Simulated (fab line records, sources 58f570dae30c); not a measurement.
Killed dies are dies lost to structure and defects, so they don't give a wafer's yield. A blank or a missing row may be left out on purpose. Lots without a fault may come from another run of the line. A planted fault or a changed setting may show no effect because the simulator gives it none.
Which tool did it? | flow berkeley_cmos170 | 14 lots, 42 wafers sampled, at 5 steps of a route of 331

WHAT THE GAUGES READ, wafer by wafer
UCB170_NVT_OVL_MEAS_06. Usual: NVT_OVL 2 nm, standard deviation 4.9.
lot  | measured     | on         | NVT_OVL (nm) | flag
L611 | day 7 04:11  | overlay-02 | 4 10 6       |
L615 | day 7 14:44  | overlay-01 | -3 -3 -6     |
L613 | day 7 14:59  | overlay-01 | 11 4 10      |
L617 | day 8 04:58  | overlay-01 | 1 1 1        |
L621 | day 8 11:04  | overlay-02 | -2 2 7       |
L618 | day 8 11:10  | overlay-02 | -5 -7 -1     |
L616 | day 8 11:47  | overlay-02 | -3 1 0       |
L619 | day 8 11:49  | overlay-01 | 4 8 8        |
L622 | day 9 09:08  | overlay-01 | -3 6 0       |
L623 | day 9 09:09  | overlay-02 | -6 -1 1      |
L627 | day 9 16:24  | overlay-01 | 3 -1 8       |
L626 | day 9 16:32  | overlay-02 | -3 1 -4      |
L624 | day 9 16:38  | overlay-02 | -2 2 -7      |
L632 | day 11 01:35 | overlay-02 | 5 5 9        |

UCB170_PVT_TW_MEAS_09. Usual: PVT_TW 508, standard deviation 6.7.
lot  | measured     | on            | PVT_TW      | flag
L611 | day 7 08:51  | film_metro-02 | 509 511 508 |
L615 | day 7 17:39  | film_metro-02 | 512 510 514 |
L613 | day 7 18:15  | film_metro-04 | 497 497 495 |
L617 | day 8 09:53  | film_metro-02 | 508 510 507 |
L621 | day 8 14:30  | film_metro-01 | 512 515 514 |
L618 | day 8 14:44  | film_metro-04 | 495 495 494 |
L616 | day 8 15:18  | film_metro-02 | 508 506 509 |
L619 | day 8 15:50  | film_metro-01 | 512 513 514 |
L622 | day 9 12:45  | film_metro-02 | 510 511 508 |
L623 | day 9 13:01  | film_metro-04 | 497 498 499 |
L627 | day 9 18:44  | film_metro-01 | 512 515 511 |
L626 | day 9 18:49  | film_metro-02 | 507 509 509 |
L624 | day 9 19:14  | film_metro-01 | 512 515 514 |
L632 | day 11 05:04 | film_metro-01 | 513 513 513 |

UCB170_GATE_CD_MEAS_90: target cd 350 nm. Usual: cd_nm 350.1 nm, standard deviation 1.6.
lot  | measured     | on        | cd_nm (nm)        | flag
L611 | day 7 23:48  | cd_sem-02 | 350.4 349.8 350.4 |
L615 | day 8 08:20  | cd_sem-01 | 351.7 352.6 351.8 |
L613 | day 8 08:46  | cd_sem-01 | 351.9 351.1 352.4 |
L617 | day 9 08:23  | cd_sem-02 | 348.9 350.8 350.9 |
L621 | day 9 09:13  | cd_sem-02 | 349.0 352.7 349.2 |
L618 | day 9 08:44  | cd_sem-02 | 350.6 350.2 350.2 |
L616 | day 9 09:29  | cd_sem-02 | 347.6 348.7 348.8 |
L619 | day 9 08:00  | cd_sem-02 | 349.5 351.1 348.6 |
L622 | day 10 00:56 | cd_sem-02 | 347.2 346.6 347.1 |
L623 | day 10 01:09 | cd_sem-02 | 348.2 349.2 347.2 |
L627 | day 10 12:05 | cd_sem-02 | 349.4 350.1 349.6 |
L626 | day 10 12:29 | cd_sem-01 | 349.7 348.5 350.5 |
L624 | day 10 12:34 | cd_sem-02 | 352.0 353.1 353.9 |
L632 | day 11 16:10 | cd_sem-01 | 347.9 347.3 350.1 |

UCB170_SPACER_THK_MEAS_01. Usual: SPACER_TEOS_THK 376 nm, standard deviation 5.9.
lot  | measured     | on            | SPACER_TEOS_THK (nm)    | flag
L611 | day 8 06:29  | film_metro-03 | 374 378 377             |
L615 | day 8 15:16  | film_metro-04 | 369 375 377             |
L613 | day 8 16:06  | film_metro-03 | 364 367 373             |
L617 | day 9 15:22  | film_metro-01 | 376 371 384             |
L621 | day 9 16:08  | film_metro-03 | 374 372 379             |
L618 | day 9 15:56  | film_metro-01 | 372 376 383             |
L616 | day 9 16:09  | film_metro-01 | 374 384 376             |
L619 | day 9 14:31  | film_metro-03 | 375 378 379             |
L622 | day 10 05:44 | film_metro-04 | 381 383 382             |
L623 | day 10 05:55 | film_metro-03 | 373 373 379             |
L627 | day 10 18:31 | film_metro-04 | 376 379 387             |
L626 | day 10 19:23 | film_metro-04 | 374 368 375             |
L624 | day 10 19:20 | film_metro-03 | 379 377 402 378 377 402 |
L632 | day 11 20:52 | film_metro-04 | 374 384 392             |

WHICH TOOL RAN EACH LOT (tool, then ch and the chambers of the sampled wafers, then the start)
lot  | UCB170_SPACER_CVD_00
L611 | pecvd-01 ch 0,2, day 8 06:27
L615 | pecvd-02 ch 0,1,2, day 8 15:11
L613 | pecvd-04 ch 0,2, day 8 16:04
L617 | pecvd-01 ch 0,1, day 9 15:19
L621 | pecvd-02 ch 1,2, day 9 16:05
L618 | pecvd-04 ch 1,2, day 9 15:53
L616 | pecvd-01 ch 0,2, day 9 16:05
L619 | pecvd-02 ch 1,2, day 9 14:28
L622 | pecvd-01 ch 1,2, day 10 05:41
L623 | pecvd-04 ch 0,2, day 10 05:52
L627 | pecvd-01 ch 0,1,2, day 10 18:29
L626 | pecvd-02 ch 0,2, day 10 19:14
L624 | pecvd-01 ch 0,1,2, day 10 19:14
L632 | pecvd-01 ch 1,2, day 11 20:48
- UCB170_SPACER_CVD_00: deposits SiO2 from TEOS/O2, target thk 376 nm, time 47 s.

WHAT THE TOOLS THEMSELVES READ (means of the sampled wafers that have a number; where no wafer has one, the mark that the record gives instead)
UCB170_SPACER_CVD_00. Usual: heater_power_w 253 W, standard deviation 42; rf_fwd_power_W 544.9 W, standard deviation 1.9.
lot  | tool     | heater_power_w (W) | rf_fwd_power_W (W) | flag
L611 | pecvd-01 | 246                | 543.7              |
L615 | pecvd-02 | 233                | 545.0              |
L613 | pecvd-04 | 247                | 544.8              |
L617 | pecvd-01 | 287                | 544.0              |
L621 | pecvd-02 | 310                | 544.0              |
L618 | pecvd-04 | 294                | 544.7              |
L616 | pecvd-01 | 209                | 546.1              |
L619 | pecvd-02 | 264                | 545.1              |
L622 | pecvd-01 | 272                | 544.7              |
L623 | pecvd-04 | 260                | 545.1              |
L627 | pecvd-01 | 246                | 544.2              |
L626 | pecvd-02 | 238                | 545.4              |
L624 | pecvd-01 | 211                | 566.4              | OFF
L632 | pecvd-01 | 260                | 563.9              | OFF

THE ANSWER, worked out from the rows above alone
Rule: a lot is off if the mean of its wafers that have a number lies more than 3 standard deviations from the usual mean. A lot without any number at a reading at which 4 lots or more have one is off too. The other lots that the step has rows for count as sound. The gauges are gone through in route order, then the tools' own readings, and for those a lot's mean is taken as printed above. The first step at which some lot is off is used, and at that step the reading that is off furthest; a lot without a number counts as furthest.
Off: L624, L632, at UCB170_SPACER_CVD_00 (rf_fwd_power_W).
A tool fits if, at that step or a process step before it, it ran every lot that is off, and no sound lot after the first of them. One fits: pecvd-01 at UCB170_SPACER_CVD_00. Its last sound lot is L627 (day 10 18:29), its first lot that is off L624 (day 10 19:14): a fault that began between those two fits.
The tool's own readings at UCB170_SPACER_CVD_00 bear it out: on the lots that are off they differ by more than 5 times the standard deviation of the sound lots' means. rf_fwd_power_W reads 565.1 W there against 544.7 W on the sound lots.

WHAT THE SIMULATOR HAD PUT IN
Process parameter drift: pecvd-01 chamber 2, from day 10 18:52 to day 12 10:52, at UCB170_SPACER_CVD_00. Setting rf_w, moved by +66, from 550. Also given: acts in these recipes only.
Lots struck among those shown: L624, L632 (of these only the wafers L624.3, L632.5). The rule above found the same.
